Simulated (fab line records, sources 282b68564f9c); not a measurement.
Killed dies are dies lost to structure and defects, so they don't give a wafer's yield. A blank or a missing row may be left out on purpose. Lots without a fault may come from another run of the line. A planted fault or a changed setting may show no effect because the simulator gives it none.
fab line records | flow rit_cmos
record lots=15 wafers=45 last_day=7
route steps=202 shown SPACER@126 M1@202
lots that met no fault: from a run of the same line without faults
start_h: hours from the record's first day to the start of the lot's first wafer shown | wait_h: hours since the lot's step before | " the same as in the row above | L1.1+2: a row that stands for several wafers | - no value, or no start given | * or withheld: withheld | < > ~ a bound
route shown NAME@n: a module of which the file shows steps, and the number in the route of the first | usual: mean/standard deviation of fault-free wafers | same: alike in all rows | chamber/n: place in a boat | sites: the reading at each site | _std_site: their standard deviation | _edge_site: outer sites' mean less inner sites' | radius_mm: how far each site lies from the wafer's centre | mask NAME#n: copy n | behind: the tool/chamber that last shaped the wafer | hold: why the lot was held/for how many hours/how that ended | device: the transistor (n, p or np) that didn't switch | end of line: the same wafers' tests at the end of the route | a step without rows: its recipe alone | killed: dies lost to structure and defects at the first sort, not the wafer's yield | map: a wafer's dies, x killed, . not, _ none there
set.NAME: the setting as run; set.NAME@STEP: as run at that earlier step | model.NAME: the simulator's own value behind a step, which no gauge read
steps of the route over a sample of lots; a table a step, a row a wafer
services: from which hour (start_h, from the record's first day; less than 0 if before it) a tool's chamber was out of use, for how many hours, and why
## steps
# step RIT_SPACER_CLEAN_01
# recipe chemistry=dHF dilution=50:1 time_s=30
# usual run_length_s=58.0/2.9 time_s=30/0
# columns lot.wafer tool chamber start_h wait_h run_length_s time_s
L844.2 wet_bench-03 1 54.29 0.0 55.7 30
L844.5 " 1 " " 55.7 30
L844.6 " 1 " " 55.7 30
L847.1 wet_bench-02 0 71.00 0.0 61.8 30
L847.2 " 0 " " 61.8 30
L847.4 " 0 " " 61.8 30
L848.3 wet_bench-04 0 73.05 0.0 55.0 30
L848.4 " 0 " " 55.0 30
L848.6 " 0 " " 55.0 30
L849.1 wet_bench-04 0 75.65 0.0 55.2 30
L849.3 " 0 " " 55.2 30
L849.5 " 0 " " 55.2 30
L850.1 wet_bench-03 0 83.80 0.0 61.6 30
L850.3 " 0 " " 61.6 30
L850.4 " 0 " " 61.6 30
L851.1 wet_bench-04 1 89.94 0.0 55.3 30
L851.5 " 1 " " 55.3 30
L851.6 " 1 " " 55.3 30
L857.2 wet_bench-02 3 113.45 0.0 - -
L857.4 " 3 " " - -
L857.5 " 3 " " - -
L858.1 wet_bench-04 2 120.98 0.0 - -
L858.2 " 2 " " - -
L858.5 " 2 " " - -
L859.1 wet_bench-03 2 128.49 0.0 - -
L859.4 " 2 " " - -
L859.5 " 2 " " - -
L862.3 wet_bench-02 3 138.87 0.0 63.4 30
L862.4 " 3 " " 63.4 30
L862.6 " 3 " " 63.4 30
L863.1 wet_bench-04 1 143.62 0.0 55.6 30
L863.2 " 1 " " 55.6 30
L863.5 " 1 " " 55.6 30
L864.1 wet_bench-02 2 147.33 0.0 57.2 30
L864.4 " 2 " " 57.2 30
L864.6 " 2 " " 57.2 30
L865.2 wet_bench-03 2 153.10 0.0 55.7 30
L865.3 " 2 " " 55.7 30
L865.6 " 2 " " 55.7 30
L866.1 wet_bench-02 0 159.14 0.0 56.4 30
L866.2 " 0 " " 56.4 30
L866.5 " 0 " " 56.4 30
L867.2 wet_bench-03 0 165.14 0.0 61.5 30
L867.3 " 0 " " 61.5 30
L867.4 " 0 " " 61.5 30
# step RIT_M1_PROBE_99
# usual killed_at_contacts=0.1/0.24 killed_at_front_end=7/3.2 killed_dies=7/3.2 killed_open=3.4/2 killed_short=3.5/2.2
# same gross_dies=264 killed_at_M0_to_M3=0 killed_at_M4_up=0 killed_at_back_side=0 killed_at_other=0
# columns lot.wafer tool chamber start_h wait_h killed_at_contacts killed_at_front_end killed_dies killed_open killed_short
L858.1 prober-02 - 134.21 0.1 0 7 7 3 4
L858.2 prober-02 - 134.26 0.1 0 8 8 2 6
L858.5 prober-02 - 134.41 0.2 0 6 6 5 1
L859.1 prober-01 - 142.11 0.1 0 8 8 4 4
L859.4 prober-01 - 142.26 0.2 0 5 5 3 2
L859.5 prober-01 - 142.31 0.2 0 4 4 1 3
L865.2 prober-01 - 167.26 0.1 1 2 3 0 3
L865.3 prober-01 - 167.31 0.2 0 7 7 6 1
L865.6 prober-01 - 167.46 0.2 0 13 13 6 7
# killed by level:class
L858.1 GATE:geometric_particle:open=2 FOX2:geometric_particle:short=1 GATE:geometric_particle:short=1 SPACER:geometric_particle:short=1 SPACER:geometric_particle:open=1 SILICIDE:geometric_particle:short=1
L858.2 REOX:geometric_particle:short=3 GATE:geometric_particle:open=1 GATE:geometric_particle:short=1 SILICIDE:geometric_particle:short=1 REOX:geometric_particle:open=1 SPACER:geometric_particle:short=1
L858.5 FOX1:geometric_particle:open=2 GATE:geometric_particle:open=1 GATE:geometric_particle:short=1 SPACER:geometric_particle:open=1 SILICIDE:geometric_particle:open=1
L859.1 FOX2:geometric_particle:short=2 FOX1:geometric_particle:short=1 FOX2:geometric_particle:open=1 GATE:geometric_particle:open=1 REOX:geometric_particle:open=1 SPACER:geometric_particle:open=1 SILICIDE:geometric_particle:short=1
L859.4 FOX1:geometric_particle:open=1 FOX2:geometric_particle:open=1 GATE:geometric_particle:short=1 REOX:geometric_particle:short=1 REOX:geometric_particle:open=1
L859.5 FOX1:geometric_particle:short=1 FOX2:geometric_particle:short=1 GATE:geometric_particle:short=1 SPACER:geometric_particle:open=1
L865.2 GATE:geometric_particle:short=1 SPACER:geometric_particle:short=1 CONTACT:geometric_particle:short=1
L865.3 SPACER:geometric_particle:open=2 FOX1:geometric_particle:open=1 GATE:geometric_particle:open=1 REOX:geometric_particle:open=1 REOX:geometric_particle:short=1 SILICIDE:geometric_particle:open=1
L865.6 SPACER:geometric_particle:short=3 FOX1:geometric_particle:open=2 GATE:geometric_particle:short=2 SPACER:geometric_particle:open=2 GATE:geometric_particle:open=1 REOX:geometric_particle:short=1 SILICIDE:geometric_particle:open=1 SILICIDE:geometric_particle:short=1
## services
# columns tool chamber start_h hours kind
wet_bench-03 - 117.86 1.9 pm
## key
first_sign step=RIT_SPACER_CLEAN_01 reading=tool_record direction=missing
effect none on later readings
met_at RIT_SPACER_CLEAN_01
struck_lots L857,L858,L859
tester_left_out L857,L858,L859
onset_between 89.94 113.45
fault kind=skipped_step_whole tool=wet_bench-02,wet_bench-03,wet_bench-04 chamber=- onset_h=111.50 steps=RIT_SPACER_CLEAN_01 scope=struck_lots_only
# tester_left_out: of these lots the tester's yield and bins aren't shown, on N5 and GAA mostly nor the transistor test; their killed dies are dies lost to structure and defects alone, not to doping, threshold or leakage, so they don't give the yield
